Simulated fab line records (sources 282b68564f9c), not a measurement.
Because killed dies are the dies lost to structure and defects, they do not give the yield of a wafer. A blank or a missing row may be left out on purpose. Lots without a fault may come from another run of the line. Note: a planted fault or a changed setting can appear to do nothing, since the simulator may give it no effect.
Problem report, 8D (eight disciplines) form, completed by code + flow rit-cmos + the parts of the form that need people (team, actions taken, sign-off) are left out

1. WHAT WENT WRONG
Mean of run-length-s at RIT_GATE_ETCH_19: 239.5 s over 2 wafers from 1 lot, against 193.5 s (standard deviation 0.42) on wafers with no fault. That is +99 or more standard deviations from the usual mean.
The step: etches poly-Si in SF6/CHF3/O2, stops on SiO2, time 165 s, target depth 312.5 nm.
First observed at day 5 01:02: wafer L520.2, on rie-si-01. The record has a number at this step for 39 wafers belonging to 13 lots. By rule, "out" or "out of limits" means more than 4 standard deviations away from the usual mean. Any other wafer with a number is counted as sound.

2. WHAT THIS IS AND IS NOT
| question                    | is                           | is not                                                                                       |
|-----------------------------|------------------------------|----------------------------------------------------------------------------------------------|
| which readings at this step | run-length-s, oes-product-au | drypump-motor-current-A, throttle-valve-pct                                                  |
| which lots                  | L520                         | L508, L510, L512, L513, L514, L515, L516, L524, L525, L526, L529, L531                       |
| which wafers of those lots  | L520.2, L520.4               | L520.6                                                                                       |
| read on which tools         | rie-si-01                    | rie-si-02                                                                                    |
| when                        | from day 5 01:02             | up to then (22 sound wafers); but 15 sound wafers of L524, L525, L526, L529, L531 came after |

3. THE SUSPECTS, EACH WITH WHAT RULES IT OUT
Counting: a tool at a process step up to the reading stays a suspect if it ran every lot that is out. Sound lots after the first of them don't rule it out here, since some wafers of a struck lot are sound.
- rie-si-01 at RIT_GATE_ETCH_19 (etches poly-Si in SF6/CHF3/O2, stops on SiO2, time 165 s, target depth 312.5 nm): kept. It processed L520, the lot that is out, at day 5 01:02, and its most recent sound lot before then was L516 at day 4 05:35. On those wafers its own readings are out: oes-product-au, run-length-s.
- Within rie-si-01 at RIT_GATE_ETCH_19, the wafers that are out were processed in chamber 2 and their sound lot-mates in chamber 3.
The count leaves rie-si-01 at RIT_GATE_ETCH_19.

4. THE CAUSE (what the simulator had put in)
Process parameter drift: rie-si-01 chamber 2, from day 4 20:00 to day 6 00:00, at RIT_GATE_ETCH_19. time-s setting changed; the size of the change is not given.
Counting left only this tool.

5. THE EFFECT CHAIN, in route order
Rows list readings where the struck wafers' mean (over those with a number) sits beyond 3 standard deviations from the usual. Scope: only readings with a usual standard deviation given in the record; hours: median across lots of the time from each lot's start at the first step in this table that gives one to its start at this step; sigmas: change in usual standard deviations.
| hours | step             | reading        | usual      | on struck wafers | change | sigmas      |
|-------|------------------|----------------|------------|------------------|--------|-------------|
| 0     | RIT_GATE_ETCH_19 | oes-product-au | 0.849 a.u. | 0.731            | -0.118 | -8.4        |
| 0     | RIT_GATE_ETCH_19 | run-length-s   | 193.5 s    | 239.5            | +46.0  | +99 or more |
Its process steps:
- RIT_GATE_ETCH_19: etches poly-Si in SF6/CHF3/O2, stops on SiO2, time 165 s, target depth 312.5 nm.

6. WHAT WOULD HAVE CAUGHT IT SOONER
In this record no reading fell out of limits until day 5 01:02, 5 hours after the fault had begun at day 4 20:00.
